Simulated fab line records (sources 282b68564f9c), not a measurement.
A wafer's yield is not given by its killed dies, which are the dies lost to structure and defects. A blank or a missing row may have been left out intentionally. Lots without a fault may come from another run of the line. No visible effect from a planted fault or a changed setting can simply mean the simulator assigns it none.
A lot that was struck, set against a sound lot	flow rit_cmos	14 steps out of a route of 202
Sound: the wafers L277.1, L277.3, L277.5. The struck wafers were L287.1, L287.5, L287.6. At the end, the cause is stated.
At each step with rows: each side's tool, then ch and its chambers, then its first start. Under that, the readings that differ: sound wafers	struck wafers	difference of the means	sigmas: that difference in standard deviations of wafers without a fault.
alike: a reading whose means differ by less than 2 such deviations, as well as words and numbers matching on both sides. not compared: withheld readings; readings where some wafer has no value; bounds like >300 that might hide an equal value; numbers whose values overlap and for which the record gives no deviation.
Wherever a step has rows on one side only, a row that says differs or no value, or a row with sigmas, the two part there. Numbers that don't overlap but have no deviation are shown without sigmas and don't part them. Lack of a reading on every wafer of one side parts them only where that side has two or more wafers.

RIT_ACTIVE_BOW_MEAS_00:
  struck on film_metro-03, day 4 08:00; sound on film_metro-04, day 2 06:00
  alike: INCOMING_BOW
then, 1 step without rows for these wafers: RIT_ACTIVE_OXIDATION_01 (target thk 46.8 nm, ox time 3360 s).
RIT_ACTIVE_THK_MEAS_02:
  struck on film_metro-03, day 4 10:49; sound on film_metro-03, day 2 08:03
  alike: ACTIVE_OXIDE_THK
RIT_ACTIVE_CVD_03: deposits Si3N4 from SiH2Cl2/NH3, target thk 150 nm, time 1500 s.
  sound on lpcvd-01 ch 1, day 2 08:16; struck on lpcvd-02 ch 0, day 4 10:52
reading	sound	struck	difference	sigmas
spike_tc_load_C (C)	829 830 829	839 839 839	+10	+2
  alike: nh3_flow_sccm, pressure_mtorr
RIT_ACTIVE_THK_MEAS_04:
  struck on film_metro-04, day 4 12:31; sound on film_metro-02, day 2 09:41
reading	sound	struck	difference	sigmas
ACTIVE_NITRIDE_THK (nm)	150.7 150.9 150.4	132.5 133.1 131.9	-18.2	-13
  not compared: hold
then, 5 steps without rows for these wafers: RIT_ACTIVE_COAT_06 (resist thk 1000 nm); RIT_ACTIVE_SOFTBAKE_07 (time 60 s); RIT_ACTIVE_EXPOSE_08 (exposes mask M1, target cd 1400 nm); RIT_ACTIVE_PEB_09; RIT_ACTIVE_DEVELOP_10 (develop time 50 s).
RIT_ACTIVE_CD_MEAS_11: the cd target is 1400 nm.
  struck on cd_sem-02, day 4 17:04; sound on cd_sem-02, day 2 10:44
  alike: cd_nm
  not compared: hold
RIT_ACTIVE_ETCH_13: etches Si3N4 in SF6, stops on SiO2, time 210 s, target depth 210 nm.
  sound on rie_diel-04 ch 0,1, day 2 11:00; struck on rie_diel-04 ch 0,3, day 4 17:20
reading	sound	struck	difference	sigmas
oes_product_au (a.u.)	0.801 0.844 0.832	0.789 0.768 0.768	-0.051	-4
model.ACTIVE.cd_nm (nm)	1398 1400 1398	1397 1397 1395	-2	
  alike: drypump_motor_current_A, throttle_valve_pct
  not compared: rf_hours_counter_h
RIT_ACTIVE_STRIP_14: strips in O2, time 180 s.
  sound on plasma_asher-03 ch 0,1, day 2 11:08; struck on plasma_asher-01 ch 0,1, day 4 17:28
  alike: drypump_motor_current_A
  not compared: rf_hours_counter_h
-- the record jumps here: 2 days lie between the struck wafers' starts before and after (it left off in module ACTIVE and takes up again in module M1, whose first step shown is number 202 of the route) --
RIT_M1_PROBE_99:
  struck on prober-01, day 6 20:07; sound on prober-01, day 4 11:56
  alike: killed_at_contacts, killed_at_front_end, killed_dies, killed_open, killed_short

## WHERE THEY PART
Last at RIT_ACTIVE_ETCH_13 as far as this record goes, first at RIT_ACTIVE_CVD_03. Later steps at which nothing parts them and some readings are alike: RIT_ACTIVE_STRIP_14, RIT_M1_PROBE_99.

WHY: the cause the simulator had injected
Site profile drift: lpcvd-02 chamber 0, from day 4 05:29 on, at RIT_ACTIVE_CVD_03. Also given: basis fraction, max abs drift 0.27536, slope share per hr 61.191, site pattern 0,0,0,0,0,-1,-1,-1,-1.
